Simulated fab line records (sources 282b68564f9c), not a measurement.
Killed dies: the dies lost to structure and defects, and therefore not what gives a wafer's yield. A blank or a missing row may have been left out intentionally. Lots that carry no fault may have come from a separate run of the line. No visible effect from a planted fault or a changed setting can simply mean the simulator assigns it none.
Comparing a struck lot with a sound one | flow rit_cmos | 15 steps out of a route of 202
Sound: wafers L690.2, L690.4, L690.6. Struck: wafers L694.1, L694.4, L694.6. The cause is given at the end.
For every step that has rows: the tool of each side, followed by ch and its chambers, followed by its first start. Under that, the readings that differ: sound wafers | struck wafers | difference of the means | sigmas: that difference in standard deviations of wafers without a fault.
alike: same words and numbers on both sides, and readings whose means sit less than 2 such deviations apart. not compared: any withheld reading, any reading some wafer has no value for, any bound like >300 that may hide the same value, and any number with overlapping values for which the record gives no deviation.
The two part at a step that has a row with sigmas, a row that says differs or no value, or rows on one side only. Non-overlapping numbers with no deviation appear without sigmas and do not part them. A reading that every wafer of one side lacks parts them only if that side has two wafers or more.

first, 2 steps without rows for these wafers: RIT_NRETRO_HARDBAKE_07 (time 120 s); RIT_NRETRO_IMPLANT_08.
RIT_NRETRO_STRIP_09: strips in O2, time 180 s.
  sound on plasma_asher-02 ch 0,1, day 2 11:07; struck on plasma_asher-01 ch 0, day 3 07:43
  reading                     | sound       | struck      | difference | sigmas
  drypump_motor_current_A (A) | 6.5 5.7 6.5 | 5.1 5.1 5.1 | -1.1       | -3
  not compared: rf_hours_counter_h
RIT_NRETRO_TW_MEAS_10:
  sound on film_metro-03 at day 2 11:18; struck on film_metro-03 at day 3 07:53
  alike: NRETRO_TW
then, 6 steps without rows for these wafers: RIT_PRETRO_HMDS_00 (prime time 60 s); RIT_PRETRO_COAT_01 (resist thk 1300 nm); RIT_PRETRO_SOFTBAKE_02 (time 60 s); RIT_PRETRO_EXPOSE_03 (exposes mask M5, target cd 43700 nm); RIT_PRETRO_PEB_04; RIT_PRETRO_DEVELOP_05 (develop time 68 s).
RIT_PRETRO_OVL_MEAS_06:
  sound on overlay-01 at day 2 12:22; struck on overlay-02 at day 3 08:57
  alike: PRETRO_OVL
then, 1 step without rows for these wafers: RIT_PRETRO_HARDBAKE_07 (time 120 s).
RIT_PRETRO_IMPLANT_08:
  sound on implanter-04 ch 0, day 2 12:40; struck on implanter-04 ch 0, day 3 09:37
  reading            | sound             | struck            | difference | sigmas
  tilt_deg (degrees) | 7.022 7.011 7.010 | 6.739 6.752 6.742 | -0.270     | -14
RIT_PRETRO_STRIP_09: strips in O2, time 180 s.
  sound on plasma_asher-03 ch 0,1, day 2 12:47; struck on plasma_asher-01 ch 0,1, day 3 09:46
  alike: drypump_motor_current_A
  not compared: rf_hours_counter_h
RIT_M1_PROBE_99:
  sound on prober-02 at day 3 15:05; struck on prober-02 at day 4 11:43
  alike: killed_at_front_end, killed_dies, killed_open, killed_short

## WHERE THEY PART
First at RIT_NRETRO_STRIP_09; last, within this record, at RIT_PRETRO_IMPLANT_08. Later steps at which nothing parts them and some readings are alike: RIT_PRETRO_STRIP_09, RIT_M1_PROBE_99.

WHY: what had been put in by the simulator
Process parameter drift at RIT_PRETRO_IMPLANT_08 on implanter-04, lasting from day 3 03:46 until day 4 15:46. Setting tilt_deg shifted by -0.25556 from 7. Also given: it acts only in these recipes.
